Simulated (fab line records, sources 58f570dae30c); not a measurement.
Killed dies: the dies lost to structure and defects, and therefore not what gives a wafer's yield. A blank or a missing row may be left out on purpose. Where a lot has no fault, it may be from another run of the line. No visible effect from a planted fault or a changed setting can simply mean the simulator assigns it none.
Problem report, 8D (eight disciplines) form, completed by code    flow berkeley_cmos170    the parts of the form that need people (team, actions taken, sign-off) are left out

== 1. THE ISSUE ==
PLDD_TW at UCB170_PLDD_TW_MEAS_11 reads a mean of 1086 on 6 wafers of 2 lots; wafers without a fault read 1005 with a standard deviation of 9.9. That is +8.2 standard deviations from the usual mean.
Earliest sighting: wafer L738.2 on film_metro-02 at day 9 04:20. At this step, 39 wafers from 13 lots have a number in the record. Rule for "out", or "out of limits": more than 4 standard deviations from the usual mean. The other wafers with a number count as sound.

== 2. WHAT IT IS, WHAT IT ISN'T ==
question                     is                            is not
which readings at this step  PLDD_TW                       -
which lots                   L737, L738                    L727, L728, L729, L730, L739, L740, L741, L743, L744, L746, L748
which wafers of those lots   all that have a number        -
read on which gauges         film_metro-02, film_metro-03  film_metro-04
when                         from day 9 04:20              up to then (12 sound wafers); but 21 sound wafers of L739, L740, L741, L743, L744, L746, L748 came after

== 3. THE SUSPECTS, EACH WITH WHAT RULES IT OUT ==
Counting: a tool at any process step up to the reading remains a suspect when it ran all the lots that are out and ran no sound lot after the first of those.
- the gauge at UCB170_PLDD_TW_MEAS_11 has been ruled out. The wafers that are out were read on 2 gauges (film_metro-02, film_metro-03).
- implanter-03 at UCB170_PLDD_IMPLANT_08: kept. It ran every lot that is out, first L738 (day 9 03:56), and no sound lot after that; its last sound lot up to then is L728 (day 6 15:29). On those wafers its own readings are out: beam_on_s, dose_ions_cm2, faraday_current_uA.
Left after counting: implanter-03 at UCB170_PLDD_IMPLANT_08.

== 4. THE CAUSE (what the simulator had put in) ==
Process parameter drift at UCB170_PLDD_IMPLANT_08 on implanter-03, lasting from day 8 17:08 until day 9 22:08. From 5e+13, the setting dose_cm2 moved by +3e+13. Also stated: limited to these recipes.
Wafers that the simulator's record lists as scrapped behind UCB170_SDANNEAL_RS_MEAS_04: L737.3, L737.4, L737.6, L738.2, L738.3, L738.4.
This tool alone remained once counting was done.

== 5. SEQUENCE OF EFFECTS, ordered by route ==
Each row: a reading where the mean over the struck wafers with a number is more than 3 standard deviations away from the usual. Only readings for which the record gives a usual standard deviation are gone through. hours: the time from each lot's start at the first step in this table that gives one to its start at this step, as a median over the lots. sigmas: the change in usual standard deviations.
hours  step                        reading             usual          on struck wafers  change  sigmas
0      UCB170_PLDD_IMPLANT_08      beam_on_s           10.00 s        13.69             +3.69   +19
0      UCB170_PLDD_IMPLANT_08      dose_ions_cm2       5e+13          8e+13             +3e+13  +99 or more
0      UCB170_PLDD_IMPLANT_08      faraday_current_uA  159            186               +26     +8.5
0      UCB170_PLDD_TW_MEAS_11      PLDD_TW             1005           1086              +82     +8.2
16     UCB170_SDANNEAL_RS_MEAS_04  PLDD_RS             1031.8 ohm/sq  840.9             -190.9  -71
Here are the process steps it includes:
- UCB170_PLDD_IMPLANT_08

== 6. HOW IT WOULD HAVE BEEN CAUGHT EARLIER ==
11 hours passed between the start of the fault at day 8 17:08 and the first reading out of limits at a measuring or inspecting step in this record, taken at day 9 04:20.
Tool's own readings at UCB170_PLDD_IMPLANT_08, beam_on_s, dose_ions_cm2, faraday_current_uA: out on all struck wafers the step has rows for; an alarm limit on them would have tripped on the first.
Of the lots that are out (2), L737 began UCB170_PLDD_IMPLANT_08 on implanter-03 after day 9 04:20. Putting the tool on hold at that point would have spared it.
